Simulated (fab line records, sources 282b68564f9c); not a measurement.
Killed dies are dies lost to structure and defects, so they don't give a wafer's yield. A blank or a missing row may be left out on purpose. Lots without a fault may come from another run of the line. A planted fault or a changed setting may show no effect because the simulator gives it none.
A struck lot beside a sound one | flow rit_cmos | 22 steps out of a route of 202
Sound: wafers L493.1, L493.2, L493.6. Struck: wafers L502.1, L502.3, L502.5. The cause comes at the end.
At each step with rows: each side's tool, then ch and its chambers, then its first start. Under that, the readings that differ: sound wafers | struck wafers | difference of the means | sigmas: that difference in standard deviations of wafers without a fault.
alike: readings whose means differ by less than 2 such deviations, and words and numbers that are the same on both sides. not compared: withheld readings, readings that some wafer has no value for, bounds like >300 that may hide the same value, and numbers for which the record gives no deviation and whose values overlap.
The two part at a step that has a row with sigmas, a row that says differs or no value, or rows on one side only. Numbers that don't overlap but have no deviation are shown without sigmas and don't part them. A reading that every wafer of one side lacks parts them only if that side has two wafers or more.

first, 2 steps without rows for these wafers: RIT_NSD_HARDBAKE_07 (time 60 s); RIT_NSD_IMPLANT_08.
RIT_NSD_STRIP_09: strips in O2, time 180 s.
  sound on plasma_asher-04 ch 0,1, day 4 10:58; struck on plasma_asher-01 ch 0,1, day 6 07:35
  alike: drypump_motor_current_A
  not compared: rf_hours_counter_h
RIT_NSD_TW_MEAS_10:
  sound on film_metro-03, day 4 11:09; struck on film_metro-03, day 6 07:46
  alike: NSD_TW
then, 6 steps without rows for these wafers: RIT_PSD_HMDS_00 (prime time 60 s); RIT_PSD_COAT_01 (resist thk 1000 nm); RIT_PSD_SOFTBAKE_02 (time 60 s); RIT_PSD_EXPOSE_03 (exposes mask M10, target cd 40900 nm); RIT_PSD_PEB_04; RIT_PSD_DEVELOP_05 (develop time 50 s).
RIT_PSD_OVL_MEAS_06:
  sound on overlay-01, day 4 12:11; struck on overlay-02, day 6 08:40
  alike: PSD_OVL
then, 1 step without rows for these wafers: RIT_PSD_HARDBAKE_07 (time 60 s).
RIT_PSD_IMPLANT_08:
  sound on implanter-03 ch 0, day 4 12:22; struck on implanter-03 ch 0, day 6 08:51
  alike: beam_on_s
RIT_PSD_STRIP_09: strips in O2, time 180 s.
  sound on plasma_asher-01 ch 0,1, day 4 12:31; struck on plasma_asher-03 ch 0,1, day 6 09:00
  alike: drypump_motor_current_A
  not compared: rf_hours_counter_h
RIT_PSD_TW_MEAS_10:
  sound on film_metro-02, day 4 12:41; struck on film_metro-02, day 6 09:11
  alike: PSD_TW
then, 3 steps without rows for these wafers: RIT_SDANNEAL_CLEAN_00 (cleans in SC1, time 600 s); RIT_SDANNEAL_CLEAN_01 (cleans in dHF, time 30 s); RIT_SDANNEAL_CLEAN_02 (cleans in SC2, time 600 s).
RIT_SDANNEAL_RTA_03: time 5 s.
  sound on rtp_anneal-02 ch 0, day 4 13:07; struck on rtp_anneal-01 ch 0, day 6 09:36
  alike: anneal_temp_c_max, wafer_temp_C_max
RIT_SDANNEAL_RS_MEAS_04: measures by four-point-probe.
  sound on film_metro-03, day 4 13:11; struck on film_metro-03, day 6 10:01
  reading         | sound             | struck            | difference | sigmas
  PSD_RS (ohm/sq) | 115.5 115.5 115.4 | 118.3 117.9 118.2 | +2.7       | +9
  not compared: hold
RIT_SDANNEAL_RS_MEAS_05: measures by four-point-probe.
  sound on film_metro-03, day 4 13:18; struck on film_metro-03, day 6 13:23
  reading | sound | struck                                                                     | difference                   | sigmas
  hold    | - - - | await_dispo/3.2h/release await_dispo/3.2h/release await_dispo/3.2h/release | no value on the sound wafers |
  alike: NSD_RS
RIT_M1_PROBE_99:
  sound on prober-01, day 4 20:33; struck on prober-02, day 6 21:58
  reading            | sound | struck | difference | sigmas
  killed_at_M0_to_M3 | 0 0 0 | 0 1 0  | +0         | +2
  killed_at_contacts | 1 0 1 | 0 0 0  | -1         | -3
  alike: killed_at_front_end, killed_dies, killed_open, killed_short

WHERE THEY PART
First at RIT_SDANNEAL_RS_MEAS_04; last, within this record, at RIT_M1_PROBE_99.

WHY: what the simulator had put in
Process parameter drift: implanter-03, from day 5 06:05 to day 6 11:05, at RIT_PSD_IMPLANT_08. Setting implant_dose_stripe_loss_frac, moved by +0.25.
